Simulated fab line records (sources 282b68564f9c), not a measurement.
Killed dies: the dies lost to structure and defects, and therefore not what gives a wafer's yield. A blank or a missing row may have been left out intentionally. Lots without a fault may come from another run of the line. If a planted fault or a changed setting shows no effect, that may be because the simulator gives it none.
fab line records    flow ritCmos
[record] lots = 6  wafers = 18  lastDay = 7
route steps=202 shown FOX2@24 NWELL@28 PWELL@39 WELLDRIVE@50 M1@202
lots that met no fault: taken from a fault-free run of the same line
startH: the number of hours between the record's first day and the start of the first shown wafer of the lot    waitH: hours from the lot's prior step to this one    " unchanged from the row above    L1.1+2: one row covering several wafers at once    - no value, or no start was given    * or withheld: withheld    < > ~ a bound
route shown NAME@n: names a module that has steps shown in the file, with the first one's number in the route    usual: mean/standard deviation taken from wafers without a fault    same: alike in all rows    chamber/n: place in a boat    sites: per-site readings    _std_site: how widely they spread, as a standard deviation    _edge_site: inner sites' mean taken away from outer sites' mean    radiusMm: for every site, how far away it sits from the centre of the wafer    mask NAME#n: copy n    behind: the tool/chamber that last shaped the wafer    hold: why the lot went on hold/how many hours it stayed there/how the hold came to an end    device: transistor that didn't switch, given as n, p or np    end of line: the route-end tests of the same wafers    a step without rows: its recipe alone    killed: the dies lost at the first sort to structure and to defects; this is not the yield of the wafer    map: a wafer's dies, marking killed ones x, the rest . and places with no die _
set.NAME: the setting that was run; set.NAME@STEP: the one run at that earlier step    model.NAME: the simulator's own value behind a step, which no gauge read
lots seen at some steps along the route; tables by step, rows by wafer
services: a tool's chamber out of use, with start hour (startH, from the record's first day; less than 0 if before it), hours out, and reason
[[steps]]
[step RIT_FOX2_THK_MEAS_01]
[recipe] reads = SiO2_of_FOX2_OXIDATION_00
[usual] FOX2_OXIDE_THK = 352/5.5
lot.wafer  tool          chamber  startH  waitH  FOX2_OXIDE_THK[nm]
L670.3     filmMetro-04  -        24.09   0.0    350
L670.4     "             -        "       "      354
L670.6     "             -        "       "      349
L671.1     filmMetro-04  -        29.31   0.0    356
L671.3     "             -        "       "      358
L671.5     "             -        "       "      355
L682.3     filmMetro-02  -        84.41   0.0    347
L682.4     "             -        "       "      355
L682.5     "             -        "       "      354
L683.1     filmMetro-04  -        92.04   0.0    352
L683.2     "             -        "       "      348
L683.6     "             -        "       "      353
L688.2     filmMetro-04  -        115.34  0.0    349
L688.3     "             -        "       "      346
L688.4     "             -        "       "      347
L690.2     filmMetro-03  -        123.70  0.0    347
L690.5     "             -        "       "      355
L690.6     "             -        "       "      353
[step RIT_FOX2_CLEAN_02]
[recipe] chemistry = dHF  dilution = 50:1  timeS = 180
[step RIT_FOX2_WET_ETCH_03]
[recipe] chemistry = H3PO4  target = Si3N4  targetDepthNm = 195  tempC = 165  timeS = 2762
[step RIT_FOX2_THK_MEAS_90]
[recipe] reads = SiO2_of_FOX2_OXIDATION_00
[usual] FIELD_OXIDE_LEFT_1_THK = 324/5.5
lot.wafer  tool          chamber  startH  waitH  FIELD_OXIDE_LEFT_1_THK[nm]
L670.3     filmMetro-04  -        24.96   0.0    323
L670.4     "             -        "       "      326
L670.6     "             -        "       "      322
L671.1     filmMetro-03  -        30.19   0.0    329
L671.3     "             -        "       "      330
L671.5     "             -        "       "      327
L682.3     filmMetro-02  -        85.35   0.0    320
L682.4     "             -        "       "      328
L682.5     "             -        "       "      326
L683.1     filmMetro-03  -        92.91   0.0    325
L683.2     "             -        "       "      320
L683.6     "             -        "       "      325
L688.2     filmMetro-03  -        116.29  0.0    322
L688.3     "             -        "       "      319
L688.4     "             -        "       "      320
L690.2     filmMetro-04  -        124.65  0.0    319
L690.5     "             -        "       "      327
L690.6     "             -        "       "      325
[step RIT_NWELL_HMDS_00]
[recipe] primeTimeS = 60  primeTempC = 140
[step RIT_NWELL_COAT_01]
[recipe] resist = NOVOLAK  spinRpm = 2000  resistThkNm = 1300
[step RIT_NWELL_SOFTBAKE_02]
[recipe] resist = NOVOLAK  tempC = 90  timeS = 60
[step RIT_NWELL_EXPOSE_03]
[recipe] maskId = M2  na = 0.57  targetCdNm = 43900  doseMj = 250
[step RIT_NWELL_PEB_04]
[recipe] resist = NOVOLAK  tempC = withheld  timeS = withheld
[step RIT_NWELL_DEVELOP_05]
[recipe] resist = NOVOLAK  developTimeS = 68  devTempC = 23
[step RIT_NWELL_OVL_MEAS_06]
[usual] NWELL_OVL = -0.3/1.6
lot.wafer  tool        chamber  startH  waitH  NWELL_OVL[nm]
L670.3     overlay-01  -        25.92   -      1.5
L670.4     "           -        "       "      -1.2
L670.6     "           -        "       "      0.1
L671.1     overlay-01  -        31.25   -      -1.3
L671.3     "           -        "       "      1.3
L671.5     "           -        "       "      -0.8
L682.3     overlay-01  -        86.41   -      1.3
L682.4     "           -        "       "      -0.1
L682.5     "           -        "       "      0.6
L683.1     overlay-01  -        93.85   -      1.2
L683.2     "           -        "       "      1.7
L683.6     "           -        "       "      0.5
L688.2     overlay-02  -        117.23  -      -2.3
L688.3     "           -        "       "      -2.6
L688.4     "           -        "       "      -3.9
L690.2     overlay-02  -        125.71  -      -1.0
L690.5     "           -        "       "      -1.3
L690.6     "           -        "       "      -1.1
[step RIT_NWELL_HARDBAKE_07]
[recipe] resist = NOVOLAK  tempC = 140  timeS = 120
[step RIT_NWELL_IMPLANT_08]
[recipe] species = P  energyKev = 170  doseCm2 = 5e+13  tiltDeg = 7
[usual] beamOnS = 10.01/0.2  faradayCurrentUA = 159/3.2
lot.wafer  tool          chamber  startH  waitH  beamOnS  faradayCurrentUA
L670.3     implanter-01  0        26.36   0.2    10.29    154
L670.4     "             0        "       "      10.02    159
L670.6     "             0        "       "      10.12    157
L671.1     implanter-04  0        31.54   0.2    10.05    158
L671.3     "             0        "       "      9.97     159
L671.5     "             0        "       "      10.11    156
L682.3     implanter-04  0        86.73   0.2    8.04     197
L682.4     "             0        "       "      8.44     187
L682.5     "             0        "       "      7.80     203
L683.1     implanter-04  0        94.14   0.2    7.71     206
L683.2     "             0        "       "      8.24     193
L683.6     "             0        "       "      7.97     199
L688.2     implanter-01  0        117.53  0.2    9.98     159
L688.3     "             0        "       "      9.49     167
L688.4     "             0        "       "      10.22    155
L690.2     implanter-01  0        126.01  0.2    10.29    154
L690.5     "             0        "       "      9.75     163
L690.6     "             0        "       "      10.28    154
[step RIT_NWELL_STRIP_09]
[recipe] chemistry = O2  timeS = 180  resist = NOVOLAK  platenTempC = withheld  powerW = 500  pressureMtorr = 4000  o2FlowSccm = 4000
[usual] drypumpMotorCurrentA = 5.7/0.58
lot.wafer  tool            chamber  startH  waitH  drypumpMotorCurrentA  rfHoursCounterH
L670.3     plasmaAsher-04  0        26.52   0.1    4.8                   -
L670.4     "               1        "       "      5.6                   -
L670.6     "               1        "       "      5.6                   -
L671.1     plasmaAsher-03  1        31.69   0.1    5.6                   40
L671.3     "               0        "       "      5.5                   -
L671.5     "               0        "       "      5.5                   -
L682.3     plasmaAsher-03  0        86.89   0.1    5.5                   -
L682.4     "               1        "       "      5.6                   -
L682.5     "               0        "       "      5.5                   -
L683.1     plasmaAsher-02  0        94.29   0.1    6.8                   44
L683.2     "               1        "       "      6.0                   44
L683.6     "               0        "       "      6.8                   -
L688.2     plasmaAsher-03  0        117.66  0.1    5.5                   50
L688.3     "               0        "       "      5.5                   -
L688.4     "               1        "       "      5.6                   -
L690.2     plasmaAsher-03  1        126.14  0.1    5.7                   51
L690.5     "               0        "       "      5.5                   -
L690.6     "               1        "       "      5.6                   -
[step RIT_NWELL_TW_MEAS_10]
[usual] NWELL_TW = 2151/21
lot.wafer  tool          chamber  startH  waitH  NWELL_TW
L670.3     filmMetro-04  -        26.65   0.1    2190
L670.4     "             -        "       "      2179
L670.6     "             -        "       "      2179
L671.1     filmMetro-04  -        31.86   0.1    2184
L671.3     "             -        "       "      2178
L671.5     "             -        "       "      2201
L682.3     filmMetro-03  -        87.03   0.1    2013
L682.4     "             -        "       "      2017
L682.5     "             -        "       "      2003
L683.1     filmMetro-03  -        94.47   0.1    2002
L683.2     "             -        "       "      2008
L683.6     "             -        "       "      2006
L688.2     filmMetro-03  -        117.84  0.1    2148
L688.3     "             -        "       "      2160
L688.4     "             -        "       "      2152
L690.2     filmMetro-03  -        126.32  0.1    2152
L690.5     "             -        "       "      2150
L690.6     "             -        "       "      2150
[step RIT_PWELL_HMDS_00]
[recipe] primeTimeS = 60  primeTempC = 140
[step RIT_PWELL_COAT_01]
[recipe] resist = NOVOLAK  spinRpm = 2000  resistThkNm = 1300
[step RIT_PWELL_SOFTBAKE_02]
[recipe] resist = NOVOLAK  tempC = 90  timeS = 60
[step RIT_PWELL_EXPOSE_03]
[recipe] maskId = M3  na = 0.57  targetCdNm = 43700  doseMj = 250
[step RIT_PWELL_PEB_04]
[recipe] resist = NOVOLAK  tempC = withheld  timeS = withheld
[step RIT_PWELL_DEVELOP_05]
[recipe] resist = NOVOLAK  developTimeS = 68  devTempC = 23
[step RIT_PWELL_OVL_MEAS_06]
[usual] PWELL_OVL = -1.4/1.3
lot.wafer  tool        chamber  startH  waitH  PWELL_OVL[nm]
L670.3     overlay-02  -        27.71   -      -1.0
L670.4     "           -        "       "      -0.7
L670.6     "           -        "       "      0.4
L671.1     overlay-02  -        32.80   -      0.9
L671.3     "           -        "       "      -1.2
L671.5     "           -        "       "      -0.7
L682.3     overlay-01  -        87.96   -      -1.4
L682.4     "           -        "       "      -0.4
L682.5     "           -        "       "      0.0
L683.1     overlay-01  -        95.41   -      -1.7
L683.2     "           -        "       "      -2.1
L683.6     "           -        "       "      -0.1
L688.2     overlay-02  -        118.84  -      -1.7
L688.3     "           -        "       "      -0.7
L688.4     "           -        "       "      -0.8
L690.2     overlay-02  -        127.45  -      1.0
L690.5     "           -        "       "      0.6
L690.6     "           -        "       "      0.9
[step RIT_PWELL_HARDBAKE_07]
[recipe] resist = NOVOLAK  tempC = 140  timeS = 120
[step RIT_PWELL_IMPLANT_08]
[recipe] species = B  energyKev = 170  doseCm2 = 6.877e+13  tiltDeg = 7
[step RIT_PWELL_STRIP_09]
[recipe] chemistry = O2  timeS = 180  resist = NOVOLAK  platenTempC = withheld  powerW = 500  pressureMtorr = 4000  o2FlowSccm = 4000
[usual] drypumpMotorCurrentA = 6.0/0.54
lot.wafer  tool            chamber  startH  waitH  drypumpMotorCurrentA  rfHoursCounterH
L670.3     plasmaAsher-01  0        28.19   0.1    6.0                   -
L670.4     "               1        "       "      5.6                   -
L670.6     "               1        "       "      5.6                   -
L671.1     plasmaAsher-04  0        33.24   0.1    4.8                   24
L671.3     "               0        "       "      4.8                   -
L671.5     "               0        "       "      4.8                   -
L682.3     plasmaAsher-02  1        88.54   0.1    6.1                   -
L682.4     "               0        "       "      6.8                   -
L682.5     "               1        "       "      6.1                   -
L683.1     plasmaAsher-02  1        95.84   0.1    6.1                   44
L683.2     "               0        "       "      6.8                   44
L683.6     "               0        "       "      6.8                   -
L688.2     plasmaAsher-01  0        119.27  0.1    6.0                   0
L688.3     "               0        "       "      6.0                   -
L688.4     "               1        "       "      5.6                   -
L690.2     plasmaAsher-04  0        127.88  0.1    4.8                   35
L690.5     "               0        "       "      4.8                   -
L690.6     "               1        "       "      5.6                   -
[step RIT_PWELL_TW_MEAS_10]
[usual] PWELL_TW = 950/9.8
lot.wafer  tool          chamber  startH  waitH  PWELL_TW
L670.3     filmMetro-03  -        28.33   0.1    952
L670.4     "             -        "       "      945
L670.6     "             -        "       "      952
L671.1     filmMetro-04  -        33.41   0.1    964
L671.3     "             -        "       "      962
L671.5     "             -        "       "      965
L682.3     filmMetro-03  -        88.68   0.1    951
L682.4     "             -        "       "      948
L682.5     "             -        "       "      950
L683.1     filmMetro-03  -        96.02   0.1    946
L683.2     "             -        "       "      955
L683.6     "             -        "       "      954
L688.2     filmMetro-03  -        119.46  0.1    952
L688.3     "             -        "       "      942
L688.4     "             -        "       "      951
L690.2     filmMetro-03  -        128.06  0.1    943
L690.5     "             -        "       "      944
L690.6     "             -        "       "      947
[step RIT_WELLDRIVE_ANNEAL_00]
[recipe] tempC = 1100  timeS = 14700  ambient = N2
[step RIT_WELLDRIVE_RS_MEAS_01]
[recipe] thkMeasGauge = four-point-probe
[usual] NWELL_RS = 275.7/0.68
lot.wafer  tool          chamber  startH  waitH  NWELL_RS[ohm/sq]
L670.3     filmMetro-03  -        34.27   0.0    276.9
L670.4     "             -        "       "      276.5
L670.6     "             -        "       "      276.0
L671.1     filmMetro-03  -        39.32   0.0    274.0
L671.3     "             -        "       "      274.9
L671.5     "             -        "       "      275.1
L682.3     filmMetro-04  -        94.60   0.0    316.0
L682.4     "             -        "       "      316.7
L682.5     "             -        "       "      316.2
L683.1     filmMetro-01  -        101.16  0.0    317.3
L683.2     "             -        "       "      317.0
L683.6     "             -        "       "      316.9
L688.2     filmMetro-01  -        125.00  0.0    274.8
L688.3     "             -        "       "      275.9
L688.4     "             -        "       "      275.1
L690.2     filmMetro-03  -        133.21  0.0    275.7
L690.5     "             -        "       "      276.1
L690.6     "             -        "       "      275.8
[step RIT_WELLDRIVE_RS_MEAS_02]
[recipe] thkMeasGauge = four-point-probe
[usual] PWELL_RS = 434.5/1.4
lot.wafer  tool          chamber  startH  waitH  PWELL_RS[ohm/sq]
L670.3     filmMetro-03  -        34.39   0.1    433.8
L670.4     "             -        "       "      432.6
L670.6     "             -        "       "      433.0
L671.1     filmMetro-03  -        39.44   0.1    434.0
L671.3     "             -        "       "      434.4
L671.5     "             -        "       "      434.1
L682.3     filmMetro-04  -        94.72   0.1    434.6
L682.4     "             -        "       "      435.4
L682.5     "             -        "       "      436.3
L683.1     filmMetro-01  -        101.28  0.1    434.8
L683.2     "             -        "       "      434.6
L683.6     "             -        "       "      434.4
L688.2     filmMetro-01  -        125.12  0.1    434.3
L688.3     "             -        "       "      435.4
L688.4     "             -        "       "      433.5
L690.2     filmMetro-03  -        133.33  0.1    436.3
L690.5     "             -        "       "      437.8
L690.6     "             -        "       "      437.0
[step RIT_M1_PROBE_99]
[usual] killedAtFrontEnd = 6.9/2.8  killedDies = 7.0/2.8  killedOpen = 3.4/2  killedShort = 3.5/2.1
[same] grossDies = 264  killed_at_M0_to_M3 = 0  killed_at_M4_up = 0  killedAtBackSide = 0  killedAtContacts = 0  killedAtOther = 0
lot.wafer  tool       chamber  startH  waitH  killedAtFrontEnd  killedDies  killedOpen  killedShort  model.etest.pmos_0p3.rOnOhmUm  model.etest.nwellPinched.rsOhmSq  model.etest.wellEdgeLeft.lineOhmUm  model.etest.wellEdgeRight.lineOhmUm  model.etest.pmos_0p3.driveUaUm  model.etest.pmosNarrow.driveUaUm  model.etest.fieldPMetal.vtV  model.etest.fieldP.vtV
L670.3     prober-02  -        66.00   0.2    6                 6           0           6            6124                           340.5                             183                                 184                                  104.3                           105.5                             -29.23                       -12.62
L670.4     prober-02  -        66.05   0.2    14                14          7           7            6288                           340.1                             184.5                               184.3                                100.4                           101.4                             -29.4                        -12.67
L670.6     prober-02  -        66.15   0.2    5                 5           1           4            6174                           328.4                             181.2                               182.4                                101.6                           101.3                             -29.84                       -12.6
L671.1     prober-01  -        69.67   0.1    7                 7           4           3            6301                           343.1                             183.1                               183.3                                101.9                           102.6                             -28.29                       -12.75
L671.3     prober-01  -        69.77   0.2    8                 8           5           3            6280                           338.1                             179.3                               179.6                                99.65                           100.4                             -28.05                       -12.6
L671.5     prober-01  -        69.87   0.2    11                11          4           7            6131                           338.7                             183.6                               182.6                                104.9                           104.2                             -28.34                       -12.63
L682.3     prober-02  -        123.58  0.2    9                 9           3           5            6095                           384.1                             213.6                               211.8                                106.9                           108.9                             -26.4                        -11.25
L682.4     prober-02  -        123.63  0.2    2                 2           2           0            5974                           390.3                             209.3                               212.4                                109.2                           109.8                             -26.08                       -11.35
L682.5     prober-02  -        123.68  0.2    11                11          6           4            6039                           379.8                             215.4                               213.9                                107.5                           107.7                             -26.73                       -11.39
L683.1     prober-01  -        131.95  0.1    6                 6           3           3            6017                           379.4                             216.3                               213.6                                108.5                           106.4                             -26.04                       -11.2
L683.2     prober-01  -        132.00  0.1    8                 8           3           5            5990                           391.1                             213.8                               215.1                                110.4                           109.7                             -26.25                       -11.17
L683.6     prober-01  -        132.20  0.2    9                 9           5           4            6238                           391.9                             212.8                               213.9                                106.1                           104.7                             -26.05                       -11.29
L688.2     prober-01  -        160.03  0.1    7                 7           2           5            6282                           336.9                             180.4                               182.5                                101.4                           101.9                             -28.19                       -12.36
L688.3     prober-01  -        160.08  0.2    8                 8           4           4            6311                           337.4                             181.2                               181.6                                101.7                           102                               -28.77                       -12.3
L688.4     prober-01  -        160.13  0.2    9                 9           4           5            6243                           336.3                             181.8                               180.8                                100.8                           103                               -28.86                       -12.31
L690.2     prober-02  -        165.11  0.1    6                 6           5           1            6044                           342                               181.6                               179.8                                105.3                           106.7                             -29.04                       -12.8
L690.5     prober-02  -        165.26  0.2    9                 9           2           7            6096                           338.1                             181.4                               182.4                                105.5                           106.8                             -29.56                       -12.88
L690.6     prober-02  -        165.31  0.2    9                 9           5           3            6139                           341.2                             182.9                               179.1                                104.5                           106.5                             -28.64                       -12.77
// killed by level:class
L670.3 GATE:geometricParticle:short=5 REOX:geometricParticle:short=1
L670.4 GATE:geometricParticle:short=5 SPACER:geometricParticle:open=3 FOX1:geometricParticle:short=2 GATE:geometricParticle:open=2 REOX:geometricParticle:open=2
L670.6 GATE:geometricParticle:short=3 GATE:geometricParticle:open=1 SILICIDE:geometricParticle:short=1
L671.1 FOX1:geometricParticle:short=3 FOX1:geometricParticle:open=2 GATE:geometricParticle:open=1 SILICIDE:geometricParticle:open=1
L671.3 GATE:geometricParticle:open=3 REOX:geometricParticle:open=2 FOX1:geometricParticle:short=1 REOX:geometricParticle:short=1 SPACER:geometricParticle:short=1
L671.5 FOX1:geometricParticle:open=2 FOX1:geometricParticle:short=2 GATE:geometricParticle:short=2 REOX:geometricParticle:short=2 SPACER:geometricParticle:open=2 SPACER:geometricParticle:short=1
L682.3 GATE:geometricParticle:short=5 FOX1:geometricParticle:open=1 GATE:geometricParticle:open=1 SPACER:geometricParticle:open=1 PRETRO:coatMicrobubblePrinted=1
L682.4 GATE:geometricParticle:open=1 REOX:geometricParticle:open=1
L682.5 GATE:geometricParticle:open=4 GATE:geometricParticle:short=2 FOX1:geometricParticle:short=1 REOX:geometricParticle:open=1 REOX:geometricParticle:short=1 SILICIDE:geometricParticle:open=1 NRETRO:coatMicrobubblePrinted=1
L683.1 GATE:geometricParticle:short=2 SILICIDE:geometricParticle:open=2 FOX1:geometricParticle:short=1 REOX:geometricParticle:open=1
L683.2 GATE:geometricParticle:short=3 FOX1:geometricParticle:short=1 GATE:geometricParticle:open=1 REOX:geometricParticle:open=1 SILICIDE:geometricParticle:short=1 SILICIDE:geometricParticle:open=1
L683.6 GATE:geometricParticle:short=3 GATE:geometricParticle:open=3 FOX1:geometricParticle:open=1 FOX1:geometricParticle:short=1 REOX:geometricParticle:open=1
L688.2 GATE:geometricParticle:short=2 REOX:geometricParticle:short=1 FOX1:geometricParticle:open=1 FOX1:geometricParticle:short=1 GATE:geometricParticle:open=1 SPACER:geometricParticle:short=1
L688.3 FOX1:geometricParticle:open=2 GATE:geometricParticle:short=2 FOX1:geometricParticle:short=1 GATE:geometricParticle:open=1 SPACER:geometricParticle:short=1 SILICIDE:geometricParticle:open=1
L688.4 FOX2:geometricParticle:short=2 REOX:geometricParticle:open=2 FOX1:geometricParticle:open=1 FOX1:geometricParticle:short=1 GATE:geometricParticle:open=1 REOX:geometricParticle:short=1 SILICIDE:geometricParticle:short=1
L690.2 GATE:geometricParticle:open=3 GATE:geometricParticle:short=1 SPACER:geometricParticle:open=1 SILICIDE:geometricParticle:open=1
L690.5 GATE:geometricParticle:short=4 REOX:geometricParticle:short=2 FOX1:geometricParticle:short=1 FOX1:geometricParticle:open=1 REOX:geometricParticle:open=1
L690.6 FOX1:geometricParticle:open=2 FOX1:geometricParticle:short=1 GATE:geometricParticle:short=1 GATE:geometricParticle:open=1 REOX:geometricParticle:short=1 SPACER:geometricParticle:open=1 SILICIDE:geometricParticle:open=1 NRETRO:coatMicrobubblePrinted=1
[[services]]
tool            chamber  startH  hours  kind
plasmaAsher-01  -        4.40    12.0   repair
plasmaAsher-03  -        11.10   14.6   pm
implanter-04    -        23.82   0.7    repair
plasmaAsher-02  -        33.02   3.0    repair
plasmaAsher-01  -        35.35   1.6    repair
plasmaAsher-03  -        62.49   0.7    repair
plasmaAsher-04  -        93.69   0.4    repair
implanter-04    -        95.14   2.7    repair
plasmaAsher-04  -        105.16  2.2    repair
plasmaAsher-01  -        108.75  9.0    pm
plasmaAsher-01  0        108.75  9.0    ventCycle
plasmaAsher-01  1        108.75  9.0    ventCycle
implanter-04    -        115.71  2.6    repair
plasmaAsher-01  0        117.75  -      clean
plasmaAsher-01  1        117.75  -      clean
plasmaAsher-02  -        123.99  3.4    repair
[[key]]
[firstSign] step = RIT_NWELL_IMPLANT_08  reading = faradayCurrentUA  direction = up  sigmas = 12  usual = 159  struck = 197
[effect] step = RIT_NWELL_IMPLANT_08  reading = beamOnS  direction = down  sigmas = 9.8  usual = 10.01  struck = 8.03
[effect] step = RIT_NWELL_TW_MEAS_10  reading = NWELL_TW  direction = down  sigmas = 6.7  usual = 2151  struck = 2008
[effect] step = RIT_WELLDRIVE_RS_MEAS_01  reading = NWELL_RS  direction = up  sigmas = 60  usual = 275.7  struck = 316.7
[modelEffect] step = RIT_M1_PROBE_99  value = etest.pmos_0p3.rOnOhmUm  without = 6257  struck = 6059
metAt RIT_NWELL_IMPLANT_08
struckWafers L682.3,L682.4,L682.5,L683.1,L683.2,L683.6
testerLeftOut L682,L683
onsetBetween 31.54 86.73
[fault] kind = processParameterDrift  tool = implanter-04  chamber = -  onsetH = 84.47  steps = RIT_NWELL_IMPLANT_08  channel = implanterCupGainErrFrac  offset = 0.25  shape = step  endH = 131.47
// testerLeftOut: of these lots the tester's yield and bins aren't shown, on N5 and GAA mostly nor the transistor test; their killed dies are dies lost to structure and defects alone, not to doping, threshold or leakage, so they don't give the yield
